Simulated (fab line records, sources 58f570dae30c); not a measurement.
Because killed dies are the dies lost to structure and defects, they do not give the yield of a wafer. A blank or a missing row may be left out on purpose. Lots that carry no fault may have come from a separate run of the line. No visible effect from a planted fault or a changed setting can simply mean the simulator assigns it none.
Which tool did it?    flow berkeley cmos170    Sampling: 7 lots, 21 wafers, 2 of 331 route steps

WHAT THE GAUGES SHOWED, per wafer
UCB170_PWELL_TW_MEAS_17.
lot   measured     on             PWELL_TW
L318  day 3 18:18  film metro-03  383.0 385.9 383.9
L321  day 4 08:40  film metro-04  379.2 378.5 381.7
L322  day 4 19:40  film metro-03  382.1 380.4 380.8
L327  day 5 23:00  film metro-04  391.5 392.1 391.8
L332  day 6 12:32  film metro-04  378.6 380.2 379.0
L336  day 7 12:26  film metro-03  382.4 383.7 383.0
L339  day 8 05:14  film metro-04  380.1 380.4 377.6

WHAT TOOL EACH LOT RAN ON (gives the tool, then ch and the chambers of the sampled wafers, and finally the start)
lot   UCB170_PWELL_IMPLANT_15
L318  implanter-03 ch 0, day 3 18:04
L321  implanter-03 ch 0, day 4 08:25
L322  implanter-04 ch 0, day 4 19:25
L327  implanter-02 ch 0, day 5 22:45
L332  implanter-04 ch 0, day 6 12:18
L336  implanter-04 ch 0, day 7 12:13
L339  implanter-04 ch 0, day 8 05:02
- UCB170_PWELL_IMPLANT_15

THE ANSWER, worked out from the rows above alone
Rule: usual is defined by the lots themselves. The widest of any qualifying gaps counts: lots, ordered by their means at a reading, are off when they make up no more than a third of the lots, leave a main group of 4 or more, and stand apart from it by 3 or more times the standard deviation of that group's means. A main group whose means are all the same, to the digits that the tables above print for the reading, isn't used. A lot without any number at a reading at which 4 lots or more have one is off too. The other lots that the step has rows for count as sound.
Off: L327, at UCB170_PWELL_TW_MEAS_17 (PWELL_TW). For the main group the mean is 381.1 and the standard deviation 1.9.
If a tool, at a process step before that reading, ran all the lots that are off and no sound lot after the first of them, it fits. Those tools and the gauges at UCB170_PWELL_TW_MEAS_17 are tried in the same way. One fits: UCB170_PWELL_IMPLANT_15 on implanter-02. It ran no sound lot before its first lot that is off in this sample, so the start can't be narrowed down.

WHAT THE SIMULATOR HAD INSERTED
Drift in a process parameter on implanter-02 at UCB170_PWELL_IMPLANT_15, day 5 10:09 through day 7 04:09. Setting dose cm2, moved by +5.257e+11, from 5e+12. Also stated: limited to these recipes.
Struck lots among those shown: L327. The rule above found the same.
